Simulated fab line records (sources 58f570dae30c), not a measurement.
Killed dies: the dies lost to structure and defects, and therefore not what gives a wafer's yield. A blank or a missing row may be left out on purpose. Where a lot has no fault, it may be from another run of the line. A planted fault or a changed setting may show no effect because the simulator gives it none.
Chamber matching ; flow berkeleyCmos170 ; 4 sister chambers for UCB170_M3_STRIP_08 on wetBench-02
The step strips KrF in DMSO, time 600 s. 8 wafers are shown with their chamber, then 10 later ones without.

== EACH WAFER AND ITS CHAMBER ==
wafer;chamber;bathGuardTempC (C);bathHeatDutyPct (%)
L198.2;3;79.4;19.8
L198.6;3;78.8;17.9
L197.4;2;81.1;20.3
L197.5;2;81.0;21.1
L210.4;0;80.7;17.9
L210.5;0;80.8;16.8
L211.1;1;80.4;17.3
L211.3;1;80.9;17.5

== WAFERS WHOSE CHAMBER IS MISSING ==
wafer;bathGuardTempC (C);bathHeatDutyPct (%)
L211.6;80.6;18.7
L214.1;80.7;19.1
L214.4;80.8;19.0
L214.5;80.8;17.4
L216.1;80.9;19.0
L216.2;80.4;17.8
L216.6;80.8;17.7
L219.3;81.2;20.7
L219.4;80.8;21.2
L219.5;80.9;21.1

== EACH ONE'S CHAMBER ==
wafer;from the rows above;in truth
L211.6;can't be placed: 1 or 0 or 2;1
L214.1;can't be placed: 1 or 0 or 2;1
L214.4;can't be placed: 0 or 1 or 2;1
L214.5;can't be placed: 0 or 1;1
L216.1;can't be placed: 0 or 2 or 1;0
L216.2;can't be placed: 1 or 0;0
L216.6;can't be placed: 0 or 1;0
L219.3;2;2
L219.4;2;2
L219.5;2;2
3 of 10 placed correctly. Not placeable from these rows: 7 (in 7, the candidates include the true chamber). Wrongly placed: 0.
How it was worked out, from the rows above alone: a wafer's distance from a chamber is the root of the sum, over the readings, of the square of ((its reading less the chamber's mean) divided by the reading's scatter). The wafer belongs to the nearest chamber; if the next one is less than 2 further off, it can't be placed. A chamber's mean is the mean of its shown wafers. How the scatter is found: for the shown wafers, subtract from each reading the mean of its chamber, square and add these, divide the total by (wafers less chambers), then take the root.
